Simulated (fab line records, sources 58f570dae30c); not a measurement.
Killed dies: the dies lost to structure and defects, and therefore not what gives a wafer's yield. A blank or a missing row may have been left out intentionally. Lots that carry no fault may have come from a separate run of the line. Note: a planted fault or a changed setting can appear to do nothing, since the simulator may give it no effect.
Struck lot and sound lot, side by side :: flow berkeley cmos170 :: 15 out of 331 route steps
Sound: the wafers L371.1, L371.4, L371.6. Wafers struck: L377.2, L377.3, L377.6. The cause is given at the end.
Each step with rows lists, per side, the tool, then ch with its chambers, then its first start. Under that, the readings that differ: sound wafers :: struck wafers :: difference of the means :: sigmas: that difference in standard deviations of wafers without a fault.
alike: readings whose means differ by less than 2 such deviations, and words and numbers that are the same on both sides. not compared: withheld readings, readings that some wafer has no value for, bounds like >300 that may hide the same value, and numbers for which the record gives no deviation and whose values overlap.
A row with sigmas, a row that says differs or no value, or rows on one side alone: a step with any of these is where the two part. Numbers that don't overlap but have no deviation are shown without sigmas and don't part them. Lack of a reading on every wafer of one side parts them only where that side has two or more wafers.

UCB170_SDANNEAL_RS_MEAS_05: the measuring method here is four-point-probe.
  struck on film metro-04, day 12 03:13; sound on film metro-03, day 10 21:42
  alike: NLDD_RS
then, 1 step without rows for these wafers: UCB170_SILICIDE_PRE_CLEAN_00 (preclean etch time 60 s).
UCB170_SILICIDE_SPUTTER_01: material Ti, target thk 30 nm, time 25 s.
  struck on pvd sputter-04, day 12 03:23; sound on pvd sputter-04, day 10 21:53
  alike: throttle valve pct
UCB170_SILICIDE_RS_MEAS_02: the measuring method here is four-point-probe.
  struck on film metro-02, day 12 03:26; sound on film metro-02, day 10 21:55
  alike: SILICIDE_TI_RS
UCB170_SILICIDE_THK_MEAS_03: measures by xrf.
  struck on film metro-02, day 12 03:33; sound on film metro-02, day 10 22:02
  alike: SILICIDE_TI_THK
UCB170_SILICIDE_RTA_04: time 15 s.
  sound on rtp anneal-01 ch 0, day 10 22:06; struck on rtp anneal-02 ch 0, day 12 03:37
reading: lamp power pct (%)
sound: 11.4 11.4 11.4
struck: 9.0 9.1 9.1
difference: -2.3
sigmas: -2
  alike: wafer_temp_C_max
then, 3 steps without rows for these wafers: UCB170_SILICIDE_WET_ETCH_05 (etches Ti in SPM, time 45 s); UCB170_CONTACT_CLEAN_00 (cleans in SPM, time 600 s); UCB170_CONTACT_CVD_01 (deposits PSG from SiH4/O2/PH3, target thk 700 nm, time 2820 s).
UCB170_CONTACT_THK_MEAS_02:
  struck on film metro-03, day 12 05:52; sound on film metro-01, day 11 00:55
  alike: CONTACT_PSG_THK
then, 2 steps without rows for these wafers: UCB170_CONTACT_HMDS_03 (prime time 60 s); UCB170_CONTACT_COAT_04 (resist thk 900 nm).
UCB170_CONTACT_SOFTBAKE_05: time 60 s.
  sound on litho track-01 ch 0, day 11 01:19; struck on litho track-03 ch 0, day 12 06:20
reading: run length s (s)
sound: 89.22 89.39 89.16
struck: 94.17 94.11 93.93
difference: +4.81
sigmas: +40
UCB170_CONTACT_STRIP_06: strips in O2.
  sound on plasma asher-02 ch 0,1, day 11 01:28; struck on plasma asher-02 ch 0,1, day 12 06:28
  alike: drypump motor current A, oes product au, strip time to endpoint s
  not compared: rf hours counter h
UCB170_M3_PROBE_99:
  only the struck wafers here have rows in the record (prober-02, day 13 03:49); the sound ones have none

WHERE THEY PART
At UCB170_SILICIDE_RTA_04 first; at UCB170_M3_PROBE_99 last (within this record only).

WHY: the cause the simulator had injected
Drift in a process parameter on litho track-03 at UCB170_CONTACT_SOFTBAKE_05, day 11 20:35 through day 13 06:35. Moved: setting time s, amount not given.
